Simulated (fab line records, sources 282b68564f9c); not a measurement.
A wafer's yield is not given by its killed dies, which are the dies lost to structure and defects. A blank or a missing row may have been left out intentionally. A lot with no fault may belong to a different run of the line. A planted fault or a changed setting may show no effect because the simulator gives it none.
Comparing a struck lot with a sound one || flow rit_cmos || 18 steps out of a route of 202
Sound: these wafers, L116.1, L116.4, L116.5. Wafers L127.3, L127.4, L127.5 were the ones struck. The cause is named last.
Each step with rows lists, per side, the tool, then ch with its chambers, then its first start. Under that, the readings that differ: sound wafers || struck wafers || difference of the means || sigmas: that difference in standard deviations of wafers without a fault.
alike: a reading whose means differ by less than 2 such deviations, as well as words and numbers matching on both sides. not compared: withheld readings; readings where some wafer has no value; bounds like >300 that might hide an equal value; numbers whose values overlap and for which the record gives no deviation.
The two part at a step that has a row with sigmas, a row that says differs or no value, or rows on one side only. Numbers that don't overlap but have no deviation are shown without sigmas and don't part them. A reading that every wafer of one side lacks parts them only if that side has two wafers or more.

RIT_ACTIVE_BOW_MEAS_00:
  sound on film_metro-03, day 1 15:00; struck on film_metro-04, day 3 22:02
  alike: INCOMING_BOW
then, 1 step without rows for these wafers: RIT_ACTIVE_OXIDATION_01 (target thk 46.8 nm, ox time 3288 s).
RIT_ACTIVE_THK_MEAS_02:
  sound on film_metro-04, day 1 17:29; struck on film_metro-02, day 4 02:20
  alike: ACTIVE_OXIDE_THK
then, 1 step without rows for these wafers: RIT_ACTIVE_CVD_03 (deposits Si3N4 from SiH2Cl2/NH3, target thk 150 nm, time 1500 s).
RIT_ACTIVE_THK_MEAS_04:
  sound on film_metro-02, day 1 18:58; struck on film_metro-04, day 4 03:48
  alike: ACTIVE_NITRIDE_THK
then, 5 steps without rows for these wafers: RIT_ACTIVE_HMDS_05 (prime time 60 s); RIT_ACTIVE_COAT_06 (resist thk 1000 nm); RIT_ACTIVE_SOFTBAKE_07 (time 60 s); RIT_ACTIVE_EXPOSE_08 (exposes mask M1, target cd 1400 nm); RIT_ACTIVE_PEB_09.
RIT_ACTIVE_DEVELOP_10: develop time 50 s.
  sound on litho_track-02 ch 0, day 1 19:00; struck on litho_track-04 ch 0, day 4 04:00
then, 1 step without rows for these wafers: RIT_ACTIVE_HARDBAKE_12 (time 60 s).
RIT_ACTIVE_ETCH_13: etches Si3N4 in SF6, stops on SiO2, time 210 s, target depth 210 nm.
  sound on rie_diel-03 ch 0,3, day 1 20:18; struck on rie_diel-01 ch 0,2,3, day 4 04:58
  alike: drypump_motor_current_A, oes_product_au, throttle_valve_pct
  not compared: rf_hours_counter_h
RIT_ACTIVE_STRIP_14: strips in O2, time 180 s.
  sound on plasma_asher-02 ch 0,1, day 1 20:26; struck on plasma_asher-01 ch 0,1, day 4 05:10
  alike: drypump_motor_current_A
  not compared: rf_hours_counter_h
then, 3 steps without rows for these wafers: RIT_ACTIVE_CLEAN_15 (cleans in SC1, time 600 s); RIT_ACTIVE_CLEAN_16 (cleans in dHF, time 30 s); RIT_ACTIVE_CLEAN_17 (cleans in SC2, time 600 s).
RIT_M1_PROBE_99:
  sound on prober-01, day 3 18:29; struck on prober-02, day 6 02:31
{"reading": "killed_at_front_end", "sound": "3 2 9", "struck": "200 212 208", "difference": "+202", "sigmas": "+65"}
{"reading": "killed_dies", "sound": "3 2 9", "struck": "200 212 209", "difference": "+202", "sigmas": "+63"}
{"reading": "killed_on_rim", "sound": "1 1 3", "struck": "69 68 70", "difference": "+67", "sigmas": "+42"}
  alike: killed_at_contacts, killed_open, killed_short

## WHERE THEY PART
Within this record, at RIT_M1_PROBE_99 only.

WHY: the cause the simulator had injected
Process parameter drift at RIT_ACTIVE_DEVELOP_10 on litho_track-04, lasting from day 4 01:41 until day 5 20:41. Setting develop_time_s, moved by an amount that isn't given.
